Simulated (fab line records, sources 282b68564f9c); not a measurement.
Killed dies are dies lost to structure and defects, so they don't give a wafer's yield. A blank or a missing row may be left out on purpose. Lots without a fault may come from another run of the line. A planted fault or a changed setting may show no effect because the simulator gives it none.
fab line records | flow rit_cmos
record lots=6 wafers=18 last_day=7
route steps=202 shown PLDD@116 SPACER@125 NSD@131 PSD@142 SDANNEAL@153 SILICIDE@161 CONTACT@179 M1@202
lots that met no fault: from a run of the same line without faults
start_h: hours from the record's first day to the start of the lot's first wafer shown | wait_h: hours since the lot's step before | " the same as in the row above | L1.1+2: a row that stands for several wafers | - no value, or no start given | * or withheld: withheld | < > ~ a bound
route shown NAME@n: a module of which the file shows steps, and the number in the route of the first | usual: mean/standard deviation of fault-free wafers | same: alike in all rows | chamber/n: place in a boat | sites: the reading at each site | _std_site: their standard deviation | _edge_site: outer sites' mean less inner sites' | radius_mm: how far each site lies from the wafer's centre | mask NAME#n: copy n | behind: the tool/chamber that last shaped the wafer | hold: why the lot was held/for how many hours/how that ended | device: the transistor (n, p or np) that didn't switch | end of line: the same wafers' tests at the end of the route | a step without rows: its recipe alone | killed: dies lost to structure and defects at the first sort, not the wafer's yield | map: a wafer's dies, x killed, . not, _ none there
set.NAME: the setting as run; set.NAME@STEP: as run at that earlier step | model.NAME: the simulator's own value behind a step, which no gauge read
lots at some steps of the route; a table a step, a row a wafer
services: from which hour (start_h, from the record's first day; less than 0 if before it) a tool's chamber was out of use, for how many hours, and why
## steps
# step RIT_PLDD_SOFTBAKE_02
# recipe resist=NOVOLAK temp_c=90 time_s=60
# step RIT_PLDD_EXPOSE_03
# recipe mask_id=M8 na=0.57 target_cd_nm=40900 dose_mj=250
# step RIT_PLDD_PEB_04
# recipe resist=NOVOLAK temp_c=withheld time_s=withheld
# step RIT_PLDD_DEVELOP_05
# recipe resist=NOVOLAK develop_time_s=50 dev_temp_c=23
# step RIT_PLDD_OVL_MEAS_06
# usual PLDD_OVL=-0.2/1.6
# columns lot.wafer tool chamber start_h wait_h PLDD_OVL[nm]
L831.1 overlay-02 - 99.03 - -1.5
L831.2 " - " " -2.3
L831.3 " - " " -1.7
L832.3 overlay-01 - 105.79 - 1.1
L832.5 " - " " -0.7
L832.6 " - " " -0.7
L836.2 overlay-01 - 122.55 - 1.1
L836.3 " - " " -1.6
L836.4 " - " " 0.1
L837.1 overlay-02 - 126.22 - 1.5
L837.3 " - " " 3.2
L837.6 " - " " 1.8
L840.2 overlay-01 - 142.63 - -0.9
L840.3 " - " " -2.7
L840.5 " - " " -2.4
L843.1 overlay-01 - 161.95 - -1.3
L843.2 " - " " 0.2
L843.6 " - " " 0.2
# step RIT_PLDD_HARDBAKE_07
# recipe resist=NOVOLAK temp_c=140 time_s=60
# step RIT_PLDD_IMPLANT_08
# recipe species=BF2 energy_kev=20 dose_cm2=9.109e+14 tilt_deg=7
# step RIT_PLDD_STRIP_09
# recipe chemistry=O2 time_s=180 resist=NOVOLAK platen_temp_c=withheld power_w=500 pressure_mtorr=4000 o2_flow_sccm=4000
# usual drypump_motor_current_A=6.0/0.37
# columns lot.wafer tool chamber start_h wait_h drypump_motor_current_A rf_hours_counter_h
L831.1 plasma_asher-04 1 99.45 0.1 5.8 47
L831.2 " 0 " " 6.0 47
L831.3 " 0 " " 6.0 -
L832.3 plasma_asher-02 0 106.18 0.1 5.6 -
L832.5 " 1 " " 6.5 -
L832.6 " 0 " " 5.6 -
L836.2 plasma_asher-02 1 122.88 0.1 6.5 49
L836.3 " 1 " " 6.5 -
L836.4 " 0 " " 5.7 -
L837.1 plasma_asher-04 1 126.56 0.1 5.8 50
L837.3 " 1 " " 5.8 -
L837.6 " 1 " " 5.8 -
L840.2 plasma_asher-02 0 143.11 0.1 5.7 51
L840.3 " 1 " " 6.6 -
L840.5 " 0 " " 5.7 -
L843.1 plasma_asher-04 1 162.28 0.1 5.8 54
L843.2 " 0 " " 6.0 54
L843.6 " 0 " " 6.0 -
# step RIT_PLDD_TW_MEAS_10
# usual PLDD_TW=2359/15
# columns lot.wafer tool chamber start_h wait_h PLDD_TW
L831.1 film_metro-03 - 99.63 0.1 2341
L831.2 " - " " 2345
L831.3 " - " " 2347
L832.3 film_metro-03 - 106.31 0.1 2347
L832.5 " - " " 2354
L832.6 " - " " 2341
L836.2 film_metro-03 - 123.07 0.1 2363
L836.3 " - " " 2344
L836.4 " - " " 2355
L837.1 film_metro-01 - 126.73 0.1 2380
L837.3 " - " " 2363
L837.6 " - " " 2369
L840.2 film_metro-03 - 143.30 0.1 2367
L840.3 " - " " 2364
L840.5 " - " " 2363
L843.1 film_metro-04 - 162.46 0.1 2348
L843.2 " - " " 2349
L843.6 " - " " 2342
# step RIT_SPACER_CLEAN_00
# recipe chemistry=SC1 mix=3:3:50 time_s=600 temp_c=75
# step RIT_SPACER_CLEAN_01
# recipe chemistry=dHF dilution=50:1 time_s=30
# step RIT_SPACER_CLEAN_02
# recipe chemistry=SC2 mix=3:3:50 time_s=600 temp_c=75 dry=n2_spin
# step RIT_SPACER_CVD_03
# recipe material=Si3N4 target_thk_nm=250 temp_c=810 precursor=SiH2Cl2/NH3 time_s=3300 pressure_mtorr=300 sih2cl2_flow_sccm=60 nh3_flow_sccm=150
# usual spike_tc_centre_C=812.7/1.4 spike_tc_load_C=832.5/2.2 spike_tc_source_C=830.0/2.9 susceptor_temp_C=810.0/0.38 zone_power_source_pct=21.0/1.5
# columns lot.wafer tool chamber start_h wait_h spike_tc_centre_C spike_tc_load_C spike_tc_source_C susceptor_temp_C zone_power_source_pct model.Si3N4_of_SPACER_CVD_03.thk_nm
L831.1 lpcvd-02 1 100.09 0.0 811.9 830.8 833.6 810.3 22.5 244.5
L831.2 " 1 " " 812.8 830.2 833.4 810.0 22.4 245.2
L831.3 " 1 " " 811.3 831.6 836.0 810.2 22.2 245.6
L832.3 lpcvd-01 0 106.75 0.0 811.7 831.8 830.3 810.0 18.6 249.7
L832.5 " 0 " " 813.2 830.2 830.8 809.7 18.9 250.2
L832.6 " 0 " " 813.3 830.6 830.2 809.9 18.7 250.2
L836.2 lpcvd-02 0 123.52 0.0 788.5 810.3 800.8 784.7 20.2 160.5
L836.3 " 0 " " 790.2 809.5 801.5 785.1 20.0 159.6
L836.4 " 0 " " 789.8 809.9 801.8 785.0 19.9 160.6
L837.1 lpcvd-01 0 127.19 0.0 810.5 829.7 831.8 809.9 19.0 250.8
L837.3 " 0 " " 812.0 830.4 831.1 809.9 18.8 252.6
L837.6 " 0 " " 813.6 829.7 831.5 810.8 18.7 252.6
L840.2 lpcvd-02 0 143.73 0.0 790.0 808.4 803.7 784.5 20.0 157.1
L840.3 " 0 " " 789.5 810.6 801.1 783.9 20.0 156.7
L840.5 " 0 " " 789.2 810.1 800.6 784.4 20.4 157.6
L843.1 lpcvd-01 1 163.09 0.0 811.6 832.9 831.1 810.8 21.9 250.9
L843.2 " 1 " " 812.5 831.0 830.0 810.0 21.6 249.6
L843.6 " 1 " " 812.2 831.7 830.0 810.0 22.1 250.3
# step RIT_SPACER_THK_MEAS_04
# recipe reads=Si3N4_of_SPACER_CVD_03
# usual SPACER_NITRIDE_THK=250.1/2.7
# columns lot.wafer tool chamber start_h wait_h SPACER_NITRIDE_THK[nm]
L831.1 film_metro-02 - 102.00 0.0 244.3
L831.2 " - " " 245.4
L831.3 " - " " 245.5
L832.3 film_metro-03 - 108.69 0.0 249.9
L832.5 " - " " 250.2
L832.6 " - " " 250.3
L836.2 film_metro-02 - 125.44 0.0 160.6
L836.3 " - " " 159.6
L836.4 " - " " 160.7
L837.1 film_metro-02 - 129.11 0.0 250.7
L837.3 " - " " 252.5
L837.6 " - " " 252.6
L840.2 film_metro-04 - 145.66 0.0 157.1
L840.3 " - " " 156.5
L840.5 " - " " 157.6
L843.1 film_metro-03 - 165.01 0.0 250.6
L843.2 " - " " 249.5
L843.6 " - " " 250.3
# step RIT_SPACER_ETCHBACK_05
# recipe target_depth_a=2500 SF6_flow_sccm=30 CHF3_flow_sccm=30 target=Si3N4 chemistry=SF6/CHF3 pressure_mtorr=40 rf_w=250 time_s=240 stop_on=SiO2
# usual drypump_motor_current_A=5.6/0.52 oes_product_au=0.847/0.01 throttle_valve_pct=10.28/0.1
# columns lot.wafer tool chamber start_h wait_h drypump_motor_current_A oes_product_au rf_hours_counter_h throttle_valve_pct model.etch.depth_nm
L831.1 rie_diel-02 0 102.06 0.1 6.1 0.829 19 10.29 244.5
L831.2 " 3 " " 6.1 0.844 1 10.15 245.2
L831.3 " 2 " " 5.2 0.828 4 10.21 245.6
L832.3 rie_diel-04 1 108.73 0.0 5.9 0.835 4 10.28 249.7
L832.5 " 1 " " 5.8 0.847 - 10.28 250.2
L832.6 " 2 " " 5.2 0.843 - 10.01 250.2
L836.2 rie_diel-04 1 125.49 0.0 5.9 0.626 4 10.22 160.5
L836.3 " 3 " " 6.1 0.623 15 10.10 159.6
L836.4 " 2 " " 5.2 0.618 96 9.97 160.6
L837.1 rie_diel-01 1 129.17 0.1 5.8 0.849 139 10.43 250.8
L837.3 " 3 " " 4.9 0.858 0 10.25 252.6
L837.6 " 2 " " 5.5 0.847 - 10.24 252.6
L840.2 rie_diel-02 3 145.71 0.0 6.1 0.625 2 10.11 157.1
L840.3 " 0 " " 6.1 0.617 20 10.19 156.7
L840.5 " 3 " " 6.1 0.632 - 10.09 157.6
L843.1 rie_diel-01 1 165.07 0.1 5.9 0.843 140 10.42 250.9
L843.2 " 0 " " 4.7 0.855 67 10.37 249.6
L843.6 " 0 " " 4.7 0.854 - 10.39 250.3
# step RIT_NSD_HMDS_00
# recipe prime_time_s=60 prime_temp_c=140
# step RIT_NSD_COAT_01
# recipe resist=NOVOLAK spin_rpm=3250 resist_thk_nm=1000
# step RIT_NSD_SOFTBAKE_02
# recipe resist=NOVOLAK temp_c=90 time_s=60
# step RIT_NSD_EXPOSE_03
# recipe mask_id=M9 na=0.57 target_cd_nm=40700 dose_mj=250
# step RIT_NSD_PEB_04
# recipe resist=NOVOLAK temp_c=withheld time_s=withheld
# step RIT_NSD_DEVELOP_05
# recipe resist=NOVOLAK develop_time_s=50 dev_temp_c=23
# step RIT_NSD_OVL_MEAS_06
# usual NSD_OVL=0.0/1.3
# columns lot.wafer tool chamber start_h wait_h NSD_OVL[nm]
L831.1 overlay-02 - 103.19 - -0.7
L831.2 " - " " -0.9
L831.3 " - " " -2.3
L832.3 overlay-01 - 109.74 - 1.2
L832.5 " - " " -0.3
L832.6 " - " " 1.3
L836.2 overlay-02 - 126.50 - 0.6
L836.3 " - " " 0.9
L836.4 " - " " 0.3
L837.1 overlay-02 - 130.17 - 1.4
L837.3 " - " " 1.2
L837.6 " - " " 1.5
L840.2 overlay-01 - 152.69 - 0.6
L840.3 " - " " 0.2
L840.5 " - " " -0.5
L843.1 overlay-01 - 166.18 - 2.6
L843.2 " - " " 0.4
L843.6 " - " " 1.8
# step RIT_NSD_HARDBAKE_07
# recipe resist=NOVOLAK temp_c=140 time_s=60
# step RIT_NSD_IMPLANT_08
# recipe species=P energy_kev=25 dose_cm2=9.904e+14 tilt_deg=7
# step RIT_NSD_STRIP_09
# recipe chemistry=O2 time_s=180 resist=NOVOLAK platen_temp_c=withheld power_w=500 pressure_mtorr=4000 o2_flow_sccm=4000
# usual drypump_motor_current_A=5.8/0.44
# columns lot.wafer tool chamber start_h wait_h drypump_motor_current_A rf_hours_counter_h
L831.1 plasma_asher-01 1 103.53 0.1 6.4 42
L831.2 " 0 " " 5.4 42
L831.3 " 1 " " 6.4 -
L832.3 plasma_asher-02 1 110.12 0.1 6.6 -
L832.5 " 0 " " 5.7 -
L832.6 " 1 " " 6.6 -
L836.2 plasma_asher-03 1 126.83 0.1 5.4 36
L836.3 " 1 " " 5.4 -
L836.4 " 0 " " 5.5 -
L837.1 plasma_asher-02 1 130.51 0.1 6.6 50
L837.3 " 0 " " 5.7 -
L837.6 " 0 " " 5.7 -
L840.2 plasma_asher-03 0 153.02 0.1 5.5 38
L840.3 " 1 " " 5.4 -
L840.5 " 1 " " 5.5 -
L843.1 plasma_asher-01 0 166.52 0.1 5.5 5
L843.2 " 1 " " 6.4 5
L843.6 " 0 " " 5.4 -
# step RIT_NSD_TW_MEAS_10
# usual NSD_TW=3123/21
# columns lot.wafer tool chamber start_h wait_h NSD_TW
L831.1 film_metro-04 - 103.70 0.1 3091
L831.2 " - " " 3100
L831.3 " - " " 3106
L832.3 film_metro-01 - 110.26 0.1 3150
L832.5 " - " " 3142
L832.6 " - " " 3148
L836.2 film_metro-04 - 127.01 0.1 3106
L836.3 " - " " 3108
L836.4 " - " " 3114
L837.1 film_metro-04 - 130.68 0.1 3116
L837.3 " - " " 3090
L837.6 " - " " 3107
L840.2 film_metro-03 - 153.21 0.1 3100
L840.3 " - " " 3097
L840.5 " - " " 3110
L843.1 film_metro-04 - 166.69 0.1 3096
L843.2 " - " " 3104
L843.6 " - " " 3080
# step RIT_PSD_HMDS_00
# recipe prime_time_s=60 prime_temp_c=140
# step RIT_PSD_COAT_01
# recipe resist=NOVOLAK spin_rpm=3250 resist_thk_nm=1000
# step RIT_PSD_SOFTBAKE_02
# recipe resist=NOVOLAK temp_c=90 time_s=60
# step RIT_PSD_EXPOSE_03
# recipe mask_id=M10 na=0.57 target_cd_nm=40900 dose_mj=250
# step RIT_PSD_PEB_04
# recipe resist=NOVOLAK temp_c=withheld time_s=withheld
# step RIT_PSD_DEVELOP_05
# recipe resist=NOVOLAK develop_time_s=50 dev_temp_c=23
# step RIT_PSD_OVL_MEAS_06
# usual PSD_OVL=2.3/1.2
# columns lot.wafer tool chamber start_h wait_h PSD_OVL[nm]
L831.1 overlay-01 - 104.74 - 3.5
L831.2 " - " " 2.5
L831.3 " - " " 1.9
L832.3 overlay-01 - 111.21 - 1.1
L832.5 " - " " 1.6
L832.6 " - " " 1.9
L836.2 overlay-01 - 127.94 - 2.6
L836.3 " - " " 2.2
L836.4 " - " " 2.6
L837.1 overlay-02 - 131.81 - 0.0
L837.3 " - " " 3.0
L837.6 " - " " 2.1
L840.2 overlay-01 - 154.34 - 1.4
L840.3 " - " " 2.9
L840.5 " - " " 1.3
L843.1 overlay-02 - 167.60 - 2.2
L843.2 " - " " 2.7
L843.6 " - " " 0.3
# step RIT_PSD_HARDBAKE_07
# recipe resist=NOVOLAK temp_c=140 time_s=60
# step RIT_PSD_IMPLANT_08
# recipe species=BF2 energy_kev=27 dose_cm2=5.075e+15 tilt_deg=7
# step RIT_PSD_STRIP_09
# recipe chemistry=O2 time_s=180 resist=NOVOLAK platen_temp_c=withheld power_w=500 pressure_mtorr=4000 o2_flow_sccm=4000
# usual drypump_motor_current_A=5.8/0.31
# columns lot.wafer tool chamber start_h wait_h drypump_motor_current_A rf_hours_counter_h
L831.1 plasma_asher-01 0 105.07 0.1 5.4 42
L831.2 " 1 " " 6.4 42
L831.3 " 1 " " 6.4 -
L832.3 plasma_asher-04 0 111.68 0.1 6.0 -
L832.5 " 1 " " 5.8 -
L832.6 " 0 " " 6.0 -
L836.2 plasma_asher-03 0 128.27 0.1 5.5 36
L836.3 " 1 " " 5.5 -
L836.4 " 0 " " 5.5 -
L837.1 plasma_asher-04 0 132.15 0.1 6.0 51
L837.3 " 0 " " 6.0 -
L837.6 " 0 " " 6.0 -
L840.2 plasma_asher-04 0 154.67 0.1 6.0 53
L840.3 " 1 " " 5.8 -
L840.5 " 0 " " 6.0 -
L843.1 plasma_asher-03 1 167.94 0.1 5.4 39
L843.2 " 0 " " 5.5 39
L843.6 " 1 " " 5.4 -
# step RIT_PSD_TW_MEAS_10
# usual PSD_TW=3444/27
# columns lot.wafer tool chamber start_h wait_h PSD_TW
L831.1 film_metro-01 - 105.25 0.1 3458
L831.2 " - " " 3479
L831.3 " - " " 3450
L832.3 film_metro-01 - 111.82 0.1 3488
L832.5 " - " " 3475
L832.6 " - " " 3490
L836.2 film_metro-01 - 128.46 0.1 3467
L836.3 " - " " 3462
L836.4 " - " " 3495
L837.1 film_metro-03 - 132.32 0.1 3441
L837.3 " - " " 3443
L837.6 " - " " 3430
L840.2 film_metro-04 - 154.85 0.1 3415
L840.3 " - " " 3436
L840.5 " - " " 3410
L843.1 film_metro-03 - 168.11 0.1 3409
L843.2 " - " " 3439
L843.6 " - " " 3430
# step RIT_SDANNEAL_CLEAN_00
# recipe chemistry=SC1 mix=3:3:50 time_s=600 temp_c=75
# step RIT_SDANNEAL_CLEAN_01
# recipe chemistry=dHF dilution=50:1 time_s=30
# step RIT_SDANNEAL_CLEAN_02
# recipe chemistry=SC2 mix=3:3:50 time_s=600 temp_c=75 dry=n2_spin
# step RIT_SDANNEAL_RTA_03
# recipe temp_c=1050 time_s=5 idle_temp_c=600 ramp_up_c_per_s=342 ramp_down_c_per_s=171 cool_to_c=600 ambient=N2
# usual wafer_temp_C_max=1053.6/1.2
# columns lot.wafer tool chamber start_h wait_h wafer_temp_C_max
L831.1 rtp_anneal-02 0 105.69 0.0 1054.6
L831.2 " 0 " " 1055.5
L831.3 " 0 " " 1054.0
L832.3 rtp_anneal-01 0 112.24 0.0 1051.2
L832.5 " 0 " " 1053.8
L832.6 " 0 " " 1056.4
L836.2 rtp_anneal-01 0 128.96 0.0 1054.2
L836.3 " 0 " " 1053.3
L836.4 " 0 " " 1055.4
L837.1 rtp_anneal-02 0 132.78 0.0 1053.5
L837.3 " 0 " " 1052.6
L837.6 " 0 " " 1052.8
L840.2 rtp_anneal-01 0 155.28 0.0 1055.0
L840.3 " 0 " " 1054.0
L840.5 " 0 " " 1053.9
L843.1 rtp_anneal-01 0 168.95 0.0 1052.4
L843.2 " 0 " " 1052.7
L843.6 " 0 " " 1052.9
# step RIT_SDANNEAL_RS_MEAS_04
# recipe thk_meas_gauge=four-point-probe
# usual PSD_RS=115.8/0.32
# columns lot.wafer tool chamber start_h wait_h PSD_RS[ohm/sq]
L831.1 film_metro-04 - 105.75 0.0 115.9
L831.2 " - " " 116.0
L831.3 " - " " 115.7
L832.3 film_metro-01 - 112.32 0.1 115.8
L832.5 " - " " 115.5
L832.6 " - " " 115.6
L836.2 film_metro-01 - 129.08 0.1 115.6
L836.3 " - " " 115.3
L836.4 " - " " 116.1
L837.1 film_metro-01 - 132.84 0.0 116.0
L837.3 " - " " 116.0
L837.6 " - " " 115.9
L840.2 film_metro-01 - 155.35 0.1 115.3
L840.3 " - " " 115.1
L840.5 " - " " 115.3
L843.1 film_metro-03 - 169.01 0.0 116.1
L843.2 " - " " 116.1
L843.6 " - " " 115.9
# step RIT_SILICIDE_WET_ETCH_00
# recipe chemistry=BOE target=SiO2 target_depth_nm=14 time_s=15 dry=n2_spin dilution=10:1 temp_c=21.5
# columns lot.wafer tool chamber start_h wait_h model.Si3N4_of_SPACER_CVD_03.thk_nm
L831.1 wet_bench-03 0 106.23 0.1 190.7
L831.2 " 0 " " 190.6
L831.3 " 0 " " 192
L832.3+5 wet_bench-01 1 112.76 0.1 194.3
L832.6 " 1 " " 195.2
L836.2 wet_bench-03 0 129.54 0.1 124.3
L836.3 " 0 " " 123.4
L836.4 " 0 " " 124.9
L837.1 wet_bench-04 1 133.32 0.1 195.1
L837.3 " 1 " " 198.4
L837.6 " 1 " " 197.6
L840.2 wet_bench-03 1 155.81 0.1 121.2
L840.3 " 1 " " 121.5
L840.5 " 1 " " 121.7
L843.1 wet_bench-01 3 169.49 0.1 195
L843.2 " 3 " " 193.3
L843.6 " 3 " " 193.8
# step RIT_CONTACT_ETCH_11
# recipe target_depth_a=4800 over_etch_frac=0.2 stop_on=TiSi2 chemistry=CHF3/CF4/Ar target=SiO2 CHF3_flow_sccm=50 cf4_flow_sccm=10 Ar_flow_sccm=100 O2_flow_sccm=5 pressure_mtorr=100 rf_w=200 time_s=320
# usual drypump_motor_current_A=5.7/0.55 oes_product_au=0.993/0.016 throttle_valve_pct=8.90/0.12
# columns lot.wafer tool chamber start_h wait_h drypump_motor_current_A oes_product_au rf_hours_counter_h throttle_valve_pct model.CONTACT.cd_nm
L831.1 rie_diel-02 2 108.13 0.1 5.2 0.980 4 8.87 997.1
L831.2 " 1 " " 5.8 0.999 160 8.84 998.1
L831.3 " 3 " " 6.1 0.999 1 8.78 997.9
L832.3 rie_diel-02 3 115.02 0.1 6.1 1.001 1 8.76 1002
L832.5 " 1 " " 5.8 1.004 - 8.86 1004
L832.6 " 0 " " 6.1 0.992 - 8.86 1002
L836.2 rie_diel-02 0 131.53 0.1 6.1 0.990 20 8.85 970.8
L836.3 " 2 " " 5.2 0.989 5 8.85 967.4
L836.4 " 3 " " 6.1 1.013 - 8.78 968.8
L837.1 rie_diel-03 1 135.35 0.1 6.3 1.000 3 8.89 1002
L837.3 " 3 " " 5.4 1.016 22 9.11 1001
L837.6 " 3 " " 5.5 1.005 - 9.10 1004
L840.2 rie_diel-03 1 158.01 0.1 6.3 0.990 3 8.88 1000
L840.3 " 3 " " 5.5 1.005 22 9.08 1003
L840.5 " 0 " " 6.5 0.959 - 8.98 1002
L843.1 rie_diel-03 1 171.57 0.1 6.3 1.002 4 8.89 998.8
L843.2 " 2 " " 6.0 1.010 75 8.68 999
L843.6 " 2 " " 6.0 1.006 - 8.66 1001
# step RIT_M1_PROBE_99
# usual killed_at_contacts=0.0/0.2 killed_at_front_end=6.8/3 killed_dies=6.9/3 killed_open=3.3/1.9 killed_short=3.6/1.9
# same gross_dies=264 killed_at_M0_to_M3=0 killed_at_M4_up=0 killed_at_back_side=0 killed_at_other=0
# columns lot.wafer tool chamber start_h wait_h killed_at_contacts killed_at_front_end killed_dies killed_open killed_short
L832.3 prober-01 - 120.04 0.2 0 5 5 3 2
L832.5 prober-01 - 120.14 0.2 0 9 9 4 5
L832.6 prober-01 - 120.19 0.2 0 9 9 6 3
# killed by level:class
L832.3 GATE:geometric_particle:open=2 FOX1:geometric_particle:open=1 FOX1:geometric_particle:short=1 GATE:geometric_particle:short=1
L832.5 GATE:geometric_particle:short=4 FOX2:geometric_particle:open=2 GATE:geometric_particle:open=2 SPACER:geometric_particle:short=1
L832.6 GATE:geometric_particle:open=4 GATE:geometric_particle:short=2 FOX1:geometric_particle:open=1 FOX2:geometric_particle:short=1 SPACER:geometric_particle:open=1
## services
# columns tool chamber start_h hours kind
rie_diel-01 3 105.95 - clean
rie_diel-01 3 105.95 18.8 scheduled_down
rie_diel-01 3 105.95 18.8 vent_cycle
plasma_asher-01 - 108.75 9.0 pm
plasma_asher-01 0 108.75 9.0 vent_cycle
plasma_asher-01 1 108.75 9.0 vent_cycle
plasma_asher-01 0 117.75 - clean
plasma_asher-01 1 117.75 - clean
rie_diel-02 1 119.49 15.3 repair
rie_diel-02 1 134.80 - clean
rie_diel-02 1 134.80 30.0 scheduled_down
rie_diel-02 1 134.80 30.0 vent_cycle
rie_diel-01 2 137.42 13.6 repair
plasma_asher-02 - 142.05 0.5 repair
plasma_asher-01 - 145.83 2.8 pm
rie_diel-01 0 147.65 1.4 repair
rie_diel-02 - 153.71 14.6 pm
rtp_anneal-02 - 154.06 4.2 pm
rie_diel-04 3 168.65 3.4 repair
## key
first_sign step=RIT_SPACER_CVD_03 reading=susceptor_temp_C direction=down sigmas=67 usual=* struck=*
effect step=RIT_SPACER_CVD_03 reading=spike_tc_centre_C direction=down sigmas=16 usual=812.7 struck=789.5
effect step=RIT_SPACER_THK_MEAS_04 reading=SPACER_NITRIDE_THK direction=down sigmas=34 usual=250.1 struck=158.7
effect step=RIT_SPACER_ETCHBACK_05 reading=oes_product_au direction=down sigmas=21 usual=0.847 struck=0.624
model_effect step=RIT_SPACER_CVD_03 value=Si3N4_of_SPACER_CVD_03.thk_nm without=250.2 struck=158.7
model_effect step=RIT_SPACER_ETCHBACK_05 value=etch.depth_nm without=250.2 struck=158.7
model_effect step=RIT_SILICIDE_WET_ETCH_00 value=Si3N4_of_SPACER_CVD_03.thk_nm without=194.3 struck=122.8
model_effect step=RIT_CONTACT_ETCH_11 value=CONTACT.cd_nm without=1000 struck=985.4
met_at RIT_SPACER_CVD_03
struck_wafers L836.2,L836.3,L836.4,L840.2,L840.3,L840.5
tester_left_out L836,L840
loop_trim step=RIT_CONTACT_EXPOSE_05 setting=dose lots=L836
fault kind=process_parameter_drift tool=lpcvd-02 chamber=0 onset_h=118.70 steps=RIT_SPACER_CVD_03 channel=temp_c offset=* shape=step end_h=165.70 acts_in=* stated=*
# tester_left_out: of these lots the tester's yield and bins aren't shown, on N5 and GAA mostly nor the transistor test; their killed dies are dies lost to structure and defects alone, not to doping, threshold or leakage, so they don't give the yield
# loop_trim: a control loop set the setting to another value than it would have without faults
